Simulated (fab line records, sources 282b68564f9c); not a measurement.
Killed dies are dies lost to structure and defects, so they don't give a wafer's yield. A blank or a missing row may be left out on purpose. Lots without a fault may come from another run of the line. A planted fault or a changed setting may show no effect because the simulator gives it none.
A struck lot beside a sound one | flow rit_cmos | 32 steps out of a route of 202
Sound: wafers L465.3, L465.4, L465.5. Struck: wafers L478.1, L478.3, L478.5. The cause comes at the end.
At each step with rows: each side's tool, then ch and its chambers, then its first start. Under that, the readings that differ: sound wafers | struck wafers | difference of the means | sigmas: that difference in standard deviations of wafers without a fault.
alike: readings whose means differ by less than 2 such deviations, and words and numbers that are the same on both sides. not compared: withheld readings, readings that some wafer has no value for, bounds like >300 that may hide the same value, and numbers for which the record gives no deviation and whose values overlap.
The two part at a step that has a row with sigmas, a row that says differs or no value, or rows on one side only. Numbers that don't overlap but have no deviation are shown without sigmas and don't part them. A reading that every wafer of one side lacks parts them only if that side has two wafers or more.

RIT_ACTIVE_BOW_MEAS_00:
  sound on film_metro-04, day 1 15:02; struck on film_metro-03, day 4 08:00
  alike: INCOMING_BOW
RIT_ACTIVE_OXIDATION_01: target thk 46.8 nm, ox time 3360 s.
  sound on furnace-01 ch 0, day 1 15:21; struck on furnace-01 ch 0, day 4 08:38
RIT_ACTIVE_THK_MEAS_02:
  sound on film_metro-03, day 1 17:19; struck on film_metro-02, day 4 10:34
  alike: ACTIVE_OXIDE_THK
then, 1 step without rows for these wafers: RIT_ACTIVE_CVD_03 (deposits Si3N4 from SiH2Cl2/NH3, target thk 150 nm, time 1500 s).
RIT_ACTIVE_THK_MEAS_04:
  sound on film_metro-03, day 1 18:47; struck on film_metro-02, day 4 12:02
  alike: ACTIVE_NITRIDE_THK
then, 6 steps without rows for these wafers: RIT_ACTIVE_HMDS_05 (prime time 60 s); RIT_ACTIVE_COAT_06 (resist thk 984.1 nm); RIT_ACTIVE_SOFTBAKE_07 (time 60 s); RIT_ACTIVE_EXPOSE_08 (exposes mask M1, target cd 1400 nm); RIT_ACTIVE_PEB_09; RIT_ACTIVE_DEVELOP_10 (develop time 51.79 s).
RIT_ACTIVE_CD_MEAS_11: target cd 1400 nm.
  sound on cd_sem-01, day 1 19:50; struck on cd_sem-02, day 4 13:04
  alike: cd_nm
then, 1 step without rows for these wafers: RIT_ACTIVE_HARDBAKE_12 (time 60 s).
RIT_ACTIVE_ETCH_13: etches Si3N4 in SF6, stops on SiO2, time 210 s, target depth 210 nm.
  sound on rie_diel-04 ch 1,3, day 1 20:04; struck on rie_diel-02 ch 1,2,3, day 4 13:20
  alike: drypump_motor_current_A, oes_product_au, throttle_valve_pct
  not compared: rf_hours_counter_h
RIT_ACTIVE_STRIP_14: strips in O2, time 180 s.
  sound on plasma_asher-02 ch 0,1, day 1 20:16; struck on plasma_asher-04 ch 1, day 4 13:29
  reading                     | sound       | struck      | difference | sigmas
  drypump_motor_current_A (A) | 5.4 5.6 5.4 | 6.8 6.9 6.9 | +1.4       | +2
  not compared: rf_hours_counter_h
RIT_ACTIVE_CD_MEAS_90: target cd 1400 nm.
  sound on cd_sem-01, day 1 20:25; struck on cd_sem-02, day 4 13:39
  alike: cd_nm
then, 4 steps without rows for these wafers: RIT_ACTIVE_CLEAN_15 (cleans in SC1, time 600 s); RIT_ACTIVE_CLEAN_16 (cleans in dHF, time 30 s); RIT_ACTIVE_CLEAN_17 (cleans in SC2, time 600 s); RIT_FOX1_OXIDATION_00 (target thk 350.7 nm, ox time 1130 s).
RIT_FOX1_THK_MEAS_01:
  sound on film_metro-03, day 2 01:01; struck on film_metro-03, day 4 16:22
  alike: FOX1_OXIDE_THK
then, 2 steps without rows for these wafers: RIT_FOX1_WET_ETCH_02 (etches SiO2 in BOE, target depth 350 nm, time 390 s); RIT_FOX2_OXIDATION_00 (target thk 350.7 nm, ox time 1130 s).
RIT_FOX2_THK_MEAS_01:
  sound on film_metro-04, day 2 02:31; struck on film_metro-03, day 4 17:52
  alike: FOX2_OXIDE_THK
then, 2 steps without rows for these wafers: RIT_FOX2_CLEAN_02 (cleans in dHF, time 180 s); RIT_FOX2_WET_ETCH_03 (etches Si3N4 in H3PO4, target depth 195 nm, time 2700 s).
RIT_FOX2_THK_MEAS_90:
  sound on film_metro-03, day 2 03:24; struck on film_metro-03, day 4 18:44
  alike: FIELD_OXIDE_LEFT_1_THK
then, 4 steps without rows for these wafers: RIT_NWELL_HMDS_00 (prime time 60 s); RIT_NWELL_COAT_01 (resist thk 1300 nm); RIT_NWELL_SOFTBAKE_02 (time 58 s); RIT_NWELL_EXPOSE_03 (exposes mask M2, target cd 43900 nm).
RIT_M1_PROBE_99:
  sound on prober-01, day 3 19:00; struck on prober-02, day 6 11:25
  reading             | sound | struck   | difference | sigmas
  killed_at_front_end | 3 9 5 | 20 13 12 | +9         | +3
  killed_dies         | 3 9 5 | 20 13 12 | +9         | +3
  alike: killed_open, killed_short

WHERE THEY PART
First at RIT_ACTIVE_STRIP_14; last, within this record, at RIT_M1_PROBE_99.

WHY: what the simulator had put in
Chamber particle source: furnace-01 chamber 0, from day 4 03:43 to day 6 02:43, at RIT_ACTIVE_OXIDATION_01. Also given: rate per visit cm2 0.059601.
